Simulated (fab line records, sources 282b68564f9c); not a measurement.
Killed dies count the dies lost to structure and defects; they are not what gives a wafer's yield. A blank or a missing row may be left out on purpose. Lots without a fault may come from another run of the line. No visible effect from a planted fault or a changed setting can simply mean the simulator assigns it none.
Struck lot and sound lot, side by side    flow rit-cmos    15 steps out of a route of 202
Sound: the wafers L506.1, L506.4, L506.5. Wafers L510.1, L510.5, L510.6 were the ones struck. The cause is named last.
Each step with rows lists, per side, the tool, then ch with its chambers, then its first start. Under that, the readings that differ: sound wafers    struck wafers    difference of the means    sigmas: that difference in standard deviations of wafers without a fault.
alike: words and numbers the same on both sides, and readings whose means are apart by under 2 such deviations; not compared: readings that were withheld, readings missing a value for some wafer, numbers with overlapping values and no deviation given by the record, and bounds like >300 which may hide the same value.
A row with sigmas, a row that says differs or no value, or rows on one side alone: a step with any of these is where the two part. Numbers that have no deviation but don't overlap get no sigmas and don't part them. Lack of a reading on every wafer of one side parts them only where that side has two or more wafers.

first, 4 steps without rows for these wafers: RIT_CONTACT_SOFTBAKE_04 (time 60 s); RIT_CONTACT_EXPOSE_05 (exposes mask M11, target cd 1000 nm); RIT_CONTACT_PEB_06; RIT_CONTACT_DEVELOP_07 (develop time 120 s).
RIT_CONTACT_CD_MEAS_08 targets a cd of 1000 nm.
  sound on cd-sem-01 at day 4 21:02; struck on cd-sem-01 at day 5 12:04
reading     sound              struck                difference  sigmas
cd-nm (nm)  997.0 997.6 997.4  1002.6 1002.0 1001.6  +4.7        +2
RIT_CONTACT_OVL_MEAS_09:
  sound on overlay-02 at day 4 21:10; struck on overlay-01 at day 5 12:11
  alike: CONTACT_OVL
then, 1 step without rows for these wafers: RIT_CONTACT_HARDBAKE_10 (time 60 s).
RIT_CONTACT_ETCH_11: etches SiO2 in CHF3/CF4/Ar, stops on TiSi2, target depth 480 nm, time 320 s.
  sound on rie-diel-01 ch 0,1,3, day 4 21:21; struck on rie-diel-01 ch 2,3, day 5 12:22
  alike: drypump-motor-current-A, oes-product-au, throttle-valve-pct
  not compared: rf-hours-counter-h
RIT_CONTACT_STRIP_12: strips in O2, time 180 s.
  sound on plasma-asher-04 ch 0,1, day 4 21:33; struck on plasma-asher-03 ch 0,1, day 5 12:34
  alike: drypump-motor-current-A, rf-refl-power-W
  not compared: rf-hours-counter-h
RIT_CONTACT_CD_MEAS_90 targets a cd of 1000 nm.
  sound on cd-sem-02 at day 4 21:43; struck on cd-sem-01 at day 5 12:44
reading     sound              struck                difference  sigmas
cd-nm (nm)  996.6 997.4 997.0  1002.8 1001.9 1000.8  +4.8        +2
then, 2 steps without rows for these wafers: RIT_CONTACT_CLEAN_13 (cleans in SC1, time 600 s); RIT_CONTACT_CLEAN_14 (cleans in SC2, time 600 s).
RIT_M1_SPUTTER_00: material Al, target thk 400 nm, time 500 s.
  sound on pvd-sputter-02 at day 4 22:11; struck on pvd-sputter-02 at day 5 13:13
  no value came back on the struck wafers for cathode-dc-power-W (W), chamber-pressure-pa (Pa), throttle-valve-pct (%), time-s (s); on the sound wafers cathode-dc-power-W (W) reads 1999.9 2000.6 2000.0
RIT_M1_RS_MEAS_01: a four-point-probe measurement.
  sound on film-metro-04 at day 4 22:29; struck on film-metro-01 at day 5 13:48
reading            sound                 struck  difference                     sigmas
M1_AL_RS (ohm/sq)  0.0736 0.0732 0.0719  - - -   no value on the struck wafers  
  not compared: hold
RIT_M1_PROBE_99:
  rows exist in the record for the sound wafers here (prober-01, day 5 07:06), none for the struck ones

WHERE THEY PART
At RIT_CONTACT_CD_MEAS_08 first; at RIT_M1_PROBE_99 last (within this record only).

WHY: whatever the simulator had introduced
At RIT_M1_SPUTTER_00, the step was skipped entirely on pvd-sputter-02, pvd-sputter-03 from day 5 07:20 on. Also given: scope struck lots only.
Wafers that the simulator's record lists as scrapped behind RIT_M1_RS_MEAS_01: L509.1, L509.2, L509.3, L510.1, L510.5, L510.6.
